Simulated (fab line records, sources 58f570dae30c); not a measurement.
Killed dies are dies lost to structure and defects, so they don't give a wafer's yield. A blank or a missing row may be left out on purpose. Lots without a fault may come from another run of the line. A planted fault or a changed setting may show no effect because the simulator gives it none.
A struck lot beside a sound one | flow berkeley_cmos170 | 18 steps out of a route of 331
Sound: wafers L244.3, L244.5, L244.6. Struck: wafer L246.5. (L246.2, L246.4 of the same lot were not struck and are left out.) The cause comes at the end.
At each step with rows: each side's tool, then ch and its chambers, then its first start. Under that, the readings that differ: sound wafers | struck wafers | difference of the means | sigmas: that difference in standard deviations of wafers without a fault.
alike: readings whose means differ by less than 2 such deviations, and words and numbers that are the same on both sides. not compared: withheld readings, readings that some wafer has no value for, bounds like >300 that may hide the same value, and numbers for which the record gives no deviation and whose values overlap.
The two part at a step that has a row with sigmas, a row that says differs or no value, or rows on one side only. Numbers that don't overlap but have no deviation are shown without sigmas and don't part them. A reading that every wafer of one side lacks parts them only if that side has two wafers or more.

first, 5 steps without rows for these wafers: UCB170_NLDD_COAT_01 (resist thk 900 nm); UCB170_NLDD_SOFTBAKE_02 (time 60 s); UCB170_NLDD_EXPOSE_03 (exposes mask NSELECT, target cd 1200 nm); UCB170_NLDD_PEB_04; UCB170_NLDD_DEVELOP_05 (develop time 45 s).
UCB170_NLDD_CD_MEAS_06: target cd 1200 nm.
  sound on cd_sem-01, day 10 00:59; struck on cd_sem-02, day 11 13:11
  alike: cd_nm
UCB170_NLDD_OVL_MEAS_07:
  sound on overlay-01, day 10 01:05; struck on overlay-02, day 11 13:17
  alike: NLDD_OVL
then, 2 steps without rows for these wafers: UCB170_NLDD_IMPLANT_08; UCB170_NLDD_IMPLANT_09.
UCB170_NLDD_STRIP_10: strips in O2.
  sound on plasma_asher-01 ch 0,1, day 10 01:26; struck on plasma_asher-04 ch 1, day 11 13:37
  reading                     | sound       | struck | difference | sigmas
  drypump_motor_current_A (A) | 5.9 5.8 5.9 | 5.1    | -0.8       | -2
  alike: oes_product_au, strip_time_to_endpoint_s
  not compared: rf_hours_counter_h
UCB170_NLDD_TW_MEAS_11:
  sound on film_metro-03, day 10 01:31; struck on film_metro-03, day 11 13:44
  alike: NLDD_TW
then, 1 step without rows for these wafers: UCB170_NLDD_CLEAN_12 (cleans in SPM, time 600 s).
UCB170_SPACER_CVD_00: deposits SiO2 from TEOS/O2, target thk 376 nm, time 47 s.
  sound on pecvd-02 ch 0,1,2, day 10 01:45; struck on pecvd-02 ch 2, day 11 14:06
  reading                                 | sound             | struck | difference | sigmas
  model.SiO2_of_SPACER_CVD_00.thk_nm (nm) | 377.3 379.7 380.8 | 349.7  | -29.6      |
  alike: heater_power_w, rf_fwd_power_W
UCB170_SPACER_THK_MEAS_01:
  sound on film_metro-04, day 10 01:49; struck on film_metro-03, day 11 14:09
  reading              | sound       | struck | difference | sigmas
  SPACER_TEOS_THK (nm) | 377 380 381 | 350    | -29        | -7
then, 1 step without rows for these wafers: UCB170_SPACER_ANNEAL_02 (time 1800 s).
UCB170_SPACER_ETCHBACK_03: etches SiO2 in CHF3/CF4/Ar, stops on Si, target depth 376 nm, time 100 s.
  sound on rie_diel-01 ch 0,1, day 10 13:02; struck on rie_diel-03 ch 2, day 11 17:29
  reading                  | sound             | struck | difference | sigmas
  oes_product_au (a.u.)    | 0.908 0.887 0.914 | 0.864  | -0.039     | -2
  model.etch.depth_nm (nm) | 377.3 379.7 380.8 | 349.7  | -29.6      |
  alike: drypump_motor_current_A, rf_fwd_power_W, throttle_valve_pct
  not compared: rf_hours_counter_h
then, 1 step without rows for these wafers: UCB170_PSD_HMDS_00 (prime time 60 s).
UCB170_M3_PROBE_99:
  sound on prober-02, day 11 16:12; struck on prober-01, day 12 22:10
  reading                             | sound             | struck | difference | sigmas
  model.etest.pldd.line_ohm_um        | 1750 1774 1786    | 1647   | -123       |
  model.etest.pmos_0p35.r_on_ohm_um   | 4540 4609 4658    | 4506   | -96        |
  model.etest.pldd.rs_ohm_sq          | 1112 1110 1125    | 1032   | -84        |
  model.etest.nmos_0p35.r_on_ohm_um   | 1437 1459 1470    | 1421   | -34        |
  model.etest.pplus_sal.width_nm (nm) | 726 711.9 712.8   | 764.8  | +47.9      |
  model.etest.nplus_sal.width_nm (nm) | 725.7 705.8 715.2 | 770.1  | +54.5      |
  model.etest.field_n_metal.vt_v (V)  | 53.36 54.03 53.44 | 51.91  | -1.70      |
  model.etest.pplus_sal.line_ohm_um   | 5.172 5.205 5.188 | 4.775  | -0.413     |

WHERE THEY PART
First at UCB170_NLDD_STRIP_10; last, within this record, at UCB170_SPACER_ETCHBACK_03.

WHY: what the simulator had put in
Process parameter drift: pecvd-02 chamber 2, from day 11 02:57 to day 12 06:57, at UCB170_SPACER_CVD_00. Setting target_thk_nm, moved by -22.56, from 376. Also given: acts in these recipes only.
